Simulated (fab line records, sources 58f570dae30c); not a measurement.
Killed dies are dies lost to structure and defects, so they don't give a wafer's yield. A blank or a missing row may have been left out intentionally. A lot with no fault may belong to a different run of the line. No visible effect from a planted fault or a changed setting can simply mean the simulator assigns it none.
The tool behind it: which one? | flow berkeley_cmos170 | Sampling: 6 lots, 18 wafers, 2 of 331 route steps

## WHAT THE GAUGES READ, wafer by wafer
UCB170_M2_CD_MEAS_90: target cd 700 nm.
lot  | measured     | on        | cd_nm (nm)
L862 | day 7 19:32  | cd_sem-02 | 701 703 702
L864 | day 8 20:16  | cd_sem-02 | 703 697 699
L872 | day 10 07:38 | cd_sem-01 | 700 699 699
L876 | day 10 19:14 | cd_sem-02 | 707 704 705
L879 | day 11 13:33 | cd_sem-01 | 705 704 707
L884 | day 12 05:37 | cd_sem-01 | 692 693 698

## WHAT TOOL EACH LOT RAN ON (gives the tool, then ch and the chambers of the sampled wafers, and finally the start)
lot  | UCB170_CONTACT_STRIP_19
L862 | plasma_asher-03 ch 0,1, day 7 05:59
L864 | plasma_asher-02 ch 0,1, day 8 06:22
L872 | plasma_asher-03 ch 0,1, day 9 16:13
L876 | plasma_asher-03 ch 0,1, day 10 07:47
L879 | plasma_asher-02 ch 0,1, day 10 20:52
L884 | plasma_asher-04 ch 0,1, day 11 16:28
- UCB170_CONTACT_STRIP_19: strips in O2.

## THE ANSWER, worked out from the rows above alone
Rule: what is usual is taken from the lots themselves. Put in order of their means at a reading, lots are off if they are a third of the lots or fewer, leave a main group of 4 or more, and stand apart from it by a gap of 3 or more times the standard deviation of the main group's means; of several such gaps the widest counts. If all means in a main group match to the digits the tables above print for the reading, that group is not used. A lot without any number at a reading at which 4 lots or more have one is off too. The other lots that the step has rows for count as sound.
None of the lots is off at any reading shown; this tells nothing.

## WHAT THE SIMULATOR PUT IN
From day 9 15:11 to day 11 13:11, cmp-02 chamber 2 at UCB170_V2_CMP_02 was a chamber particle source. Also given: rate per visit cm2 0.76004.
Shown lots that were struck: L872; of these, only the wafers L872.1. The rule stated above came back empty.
